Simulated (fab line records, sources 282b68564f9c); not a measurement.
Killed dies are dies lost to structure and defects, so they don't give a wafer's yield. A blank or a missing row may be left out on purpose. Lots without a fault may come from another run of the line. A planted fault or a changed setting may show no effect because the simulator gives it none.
Which tool did it? | flow rit_cmos | 14 lots, 42 wafers sampled, at 2 steps of a route of 202

WHAT THE GAUGES READ, wafer by wafer
RIT_WELLDRIVE_RS_MEAS_02: measures by four-point-probe.
lot  | measured    | on            | PWELL_RS (ohm/sq)
L339 | day 2 07:00 | film_metro-03 | 430.1 429.3 431.6
L340 | day 2 12:45 | film_metro-04 | 429.1 429.1 428.5
L341 | day 2 15:41 | film_metro-03 | 429.7 428.9 428.1
L345 | day 3 11:55 | film_metro-04 | 429.3 428.5 428.7
L346 | day 3 15:54 | film_metro-03 | 461.1 460.5 460.2
L348 | day 4 03:33 | film_metro-03 | 461.9 461.9 462.4
L350 | day 4 13:29 | film_metro-03 | 430.8 431.1 429.8
L351 | day 4 18:01 | film_metro-04 | 429.8 429.7 429.3
L352 | day 4 21:08 | film_metro-03 | 428.2 428.3 429.0
L353 | day 5 03:55 | film_metro-04 | 430.8 431.1 431.0
L356 | day 5 19:37 | film_metro-03 | 429.4 428.9 429.7
L358 | day 6 13:21 | film_metro-03 | 429.1 428.4 427.4
L360 | day 6 18:35 | film_metro-01 | 427.1 428.7 427.0
L362 | day 7 03:20 | film_metro-01 | 429.1 429.1 430.0

WHICH TOOL RAN EACH LOT (tool, then ch and the chambers of the sampled wafers, then the start)
lot  | RIT_PWELL_IMPLANT_08
L339 | implanter-03 ch 0, day 2 01:25
L340 | implanter-03 ch 0, day 2 06:59
L341 | implanter-03 ch 0, day 2 10:02
L345 | implanter-04 ch 0, day 3 05:58
L346 | implanter-04 ch 0, day 3 10:08
L348 | implanter-04 ch 0, day 3 21:44
L350 | implanter-03 ch 0, day 4 07:08
L351 | implanter-01 ch 0, day 4 12:04
L352 | implanter-01 ch 0, day 4 15:33
L353 | implanter-03 ch 0, day 4 22:20
L356 | implanter-03 ch 0, day 5 13:44
L358 | implanter-03 ch 0, day 6 07:23
L360 | implanter-03 ch 0, day 6 12:49
L362 | implanter-04 ch 0, day 6 21:44
- RIT_PWELL_IMPLANT_08

WHAT THE TOOLS THEMSELVES READ (means of the sampled wafers that have a number; where no wafer has one, the mark that the record gives instead)
RIT_PWELL_IMPLANT_08.
lot  | tool         | beam_on_s (s) | faraday_current_uA
L339 | implanter-03 | 10.03         | 221
L340 | implanter-03 | 9.88          | 225
L341 | implanter-03 | 9.85          | 225
L345 | implanter-04 | 9.86          | 225
L346 | implanter-04 | 9.02          | 247
L348 | implanter-04 | 8.84          | 252
L350 | implanter-03 | 10.04         | 221
L351 | implanter-01 | 10.08         | 221
L352 | implanter-01 | 9.94          | 224
L353 | implanter-03 | 9.71          | 228
L356 | implanter-03 | 10.07         | 221
L358 | implanter-03 | 9.92          | 223
L360 | implanter-03 | 9.98          | 223
L362 | implanter-04 | 9.69          | 228

THE ANSWER, worked out from the rows above alone
Rule: what is usual is taken from the lots themselves. Put in order of their means at a reading, lots are off if they are a third of the lots or fewer, leave a main group of 4 or more, and stand apart from it by a gap of 3 or more times the standard deviation of the main group's means; of several such gaps the widest counts. A main group whose means are all the same, to the digits that the tables above print for the reading, isn't used. A lot without any number at a reading at which 4 lots or more have one is off too. The other lots that the step has rows for count as sound. The gauges are gone through in route order, then the tools' own readings, and for those a lot's mean is taken as printed above. The first step at which some lot is off is used, and at that step the reading that is off furthest; a lot without a number counts as furthest.
Off: L346, L348, at RIT_WELLDRIVE_RS_MEAS_02 (PWELL_RS). The main group: mean 429.3 ohm/sq, standard deviation 0.94.
A tool fits if, at a process step before that reading, it ran every lot that is off, and no sound lot after the first of them. The gauges at RIT_WELLDRIVE_RS_MEAS_02 aren't tried: what is off there is off at RIT_PWELL_IMPLANT_08 too, on other tools, and a gauge's error can't cause that. None of those tried fits.

WHAT THE SIMULATOR HAD PUT IN
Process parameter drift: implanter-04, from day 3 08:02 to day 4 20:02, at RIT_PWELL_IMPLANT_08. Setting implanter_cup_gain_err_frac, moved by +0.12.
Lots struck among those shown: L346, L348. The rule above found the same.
